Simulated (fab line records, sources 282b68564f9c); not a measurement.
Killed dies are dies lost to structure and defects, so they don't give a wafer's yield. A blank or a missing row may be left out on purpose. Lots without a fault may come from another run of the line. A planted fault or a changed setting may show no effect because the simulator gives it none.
One fault seen from 2 desks | flow rit_cmos | each desk has only its own numbers; what lay behind them comes last

THE METROLOGY DESK
What the gauges read, lot by lot, whatever tool the lot ran on: means of the sampled wafers that have a number. A lot is out of limits, marked OUT, if its mean lies more than 4 standard deviations from the usual mean; the brackets give that distance.
Columns: A = SPACER_NITRIDE_THK at RIT_SPACER_THK_MEAS_04, usual 249.6 nm
lot  | first seen here | A
L573 | day 3 03:32     | 249.2
L575 | day 3 08:35     | 247.5
L576 | day 3 14:53     | 251.4
L577 | day 3 18:42     | 248.2
L580 | day 4 08:17     | 248.6
L581 | day 4 14:23     | 248.2
L582 | day 4 20:45     | 250.9
L584 | day 5 04:28     | 250.0
L585 | day 5 09:44     | 245.7
L587 | day 5 21:52     | 251.5
L588 | day 6 01:52     | 318.5 (+28) OUT
L589 | day 6 05:29     | 320.6 (+28) OUT
L592 | day 6 22:13     | 247.8
L595 | day 7 11:56     | 247.0
This desk's finding: out of limits on L588, L589; first on L588, day 6 01:52 (SPACER_NITRIDE_THK at RIT_SPACER_THK_MEAS_04). In limits: L573, L575, L576, L577, L580, L581, L582, L584, L585, L587, L592, L595.

THE TOOL OWNER'S DESK: lpcvd-02
The tool's own readings at RIT_SPACER_CVD_03 (deposits Si3N4 from SiH2Cl2/NH3, target thk 250 nm, time 3300 s): means of the sampled wafers that have a number, for each lot that ran on this tool. A lot is out of limits, marked OUT, if its mean lies more than 4 standard deviations from the usual mean; the brackets give that distance.
Columns: A = spike_tc_centre_C at RIT_SPACER_CVD_03, usual 813.5 C
lot  | first seen here | A
L573 | day 3 01:37     | 813.1
L575 | day 3 06:40     | 812.5
L581 | day 4 12:28     | 811.9
L582 | day 4 18:50     | 813.6
L584 | day 5 02:32     | 813.8
L585 | day 5 07:49     | 814.2
L588 | day 5 23:56     | 812.5
L589 | day 6 03:34     | 814.9
This desk's finding: nothing out of limits on any of the 8 lots.

PUT TOGETHER
The metrology desk could have raised an alarm at day 6 01:52, on L588, L589.
The tool owner's desk saw nothing out of limits.
The tool owner's desk has L588, L589 on record, within its limits.
Of the lots named, all ran RIT_SPACER_CVD_03 on lpcvd-02.

WHAT THE SIMULATOR HAD PUT IN
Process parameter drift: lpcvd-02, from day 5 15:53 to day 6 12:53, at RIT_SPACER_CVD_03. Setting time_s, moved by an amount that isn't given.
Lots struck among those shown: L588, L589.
Hours from the fault's start to each desk's first reading out of limits: the metrology desk, 10.
